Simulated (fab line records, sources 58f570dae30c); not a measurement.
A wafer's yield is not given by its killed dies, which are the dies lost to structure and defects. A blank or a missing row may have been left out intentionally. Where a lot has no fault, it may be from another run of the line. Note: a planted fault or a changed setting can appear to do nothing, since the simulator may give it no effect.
Split-lot experiment | flow berkeley cmos170 | 23 wafers read from 5 lots, route of 331 steps

## THE SPLIT
At UCB170_NWELL_CVD_04 (deposits Si3N4 from SiH2Cl2/NH3, target thk 224 nm, time 3360 s), the setting temp c was moved away from the recipe's 800 C on 10 of the 23 wafers read, by -1.2% to +2.5%. For the rest of the wafers, this setting stayed at what the recipe calls for.

Between the split and the reading, the file records no step.

## THE READING
NWELL_NITRIDE_THK in nanometres, read at UCB170_NWELL_THK_MEAS_05. A value of 223.3 nm with a standard deviation of 2.1 nm is what fault-free wafers of this fab line usually give.

wafer  | tool, chamber at the split | temp c as run, C | against the recipe | NWELL_NITRIDE_THK, nm | against lot-mates on the recipe
L074.1 | -, -                       | 790.8            | -1.2%              | 187.2                 | no lot-mate on the recipe
L074.2 | -, -                       | 790.8            | -1.2%              | 188.3                 | no lot-mate on the recipe
L074.4 | -, -                       | 790.8            | -1.2%              | 188.6                 | no lot-mate on the recipe
L074.5 | -, -                       | 790.8            | -1.2%              | 187.2                 | no lot-mate on the recipe
L074.6 | -, -                       | 790.8            | -1.2%              | 188.6                 | no lot-mate on the recipe
L076.1 | -, -                       | 800              | recipe             | 222.9                 | -
L076.3 | -, -                       | 800              | recipe             | 222.4                 | -
L076.4 | -, -                       | 800              | recipe             | 225.3                 | -
L076.5 | -, -                       | 800              | recipe             | 224.2                 | -
L076.6 | -, -                       | 800              | recipe             | 225.0                 | -
L080.1 | -, -                       | 819.8            | +2.5%              | 314.9                 | no lot-mate on the recipe
L080.2 | -, -                       | 819.8            | +2.5%              | 314.7                 | no lot-mate on the recipe
L080.3 | -, -                       | 819.8            | +2.5%              | 317.0                 | no lot-mate on the recipe
L080.5 | -, -                       | 819.8            | +2.5%              | 316.5                 | no lot-mate on the recipe
L080.6 | -, -                       | 819.8            | +2.5%              | 317.7                 | no lot-mate on the recipe
L081.1 | -, -                       | 800              | recipe             | 225.1                 | -
L081.2 | -, -                       | 800              | recipe             | 228.1                 | -
L081.3 | -, -                       | 800              | recipe             | 227.3                 | -
L081.4 | -, -                       | 800              | recipe             | 227.3                 | -
L081.5 | -, -                       | 800              | recipe             | 227.5                 | -
L084.3 | lpcvd-02, 0                | 800              | recipe             | 220.5                 | -
L084.5 | lpcvd-02, 0                | 800              | recipe             | 222.0                 | -
L084.6 | lpcvd-02, 0                | 800              | recipe             | 222.3                 | -

FIT RESULTS
A straight line over all 23 wafers: NWELL_NITRIDE_THK changes by +35.8 nm for each +1% of temp c; r = +1.00; the points scatter about the line by 2.8 nm.
Too few moved wafers with a lot-mate on the recipe to fit a line net of each lot's own level.

## THE WHOLE CHAIN: every reading that the file lists as answering this split, in the file's order
step                     | what it does                                                    | reading                                                                       | change (the file's fit)              | r (the file's)
UCB170_NWELL_CVD_04      | deposits Si3N4 from SiH2Cl2/NH3, target thk 224 nm, time 3360 s | Si3N4_of_NWELL_CVD_04.thk nm (the simulator's own value, which no gauge read) | +35.8 nm for each +1% of the setting | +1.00
UCB170_NWELL_THK_MEAS_05 |                                                                 | NWELL_NITRIDE_THK                                                             | +35.8 for each +1% of the setting    | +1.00

## THE FILE'S OWN FIT
NWELL_NITRIDE_THK changes by +35.8 nm for each +1% of temp c, r = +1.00.
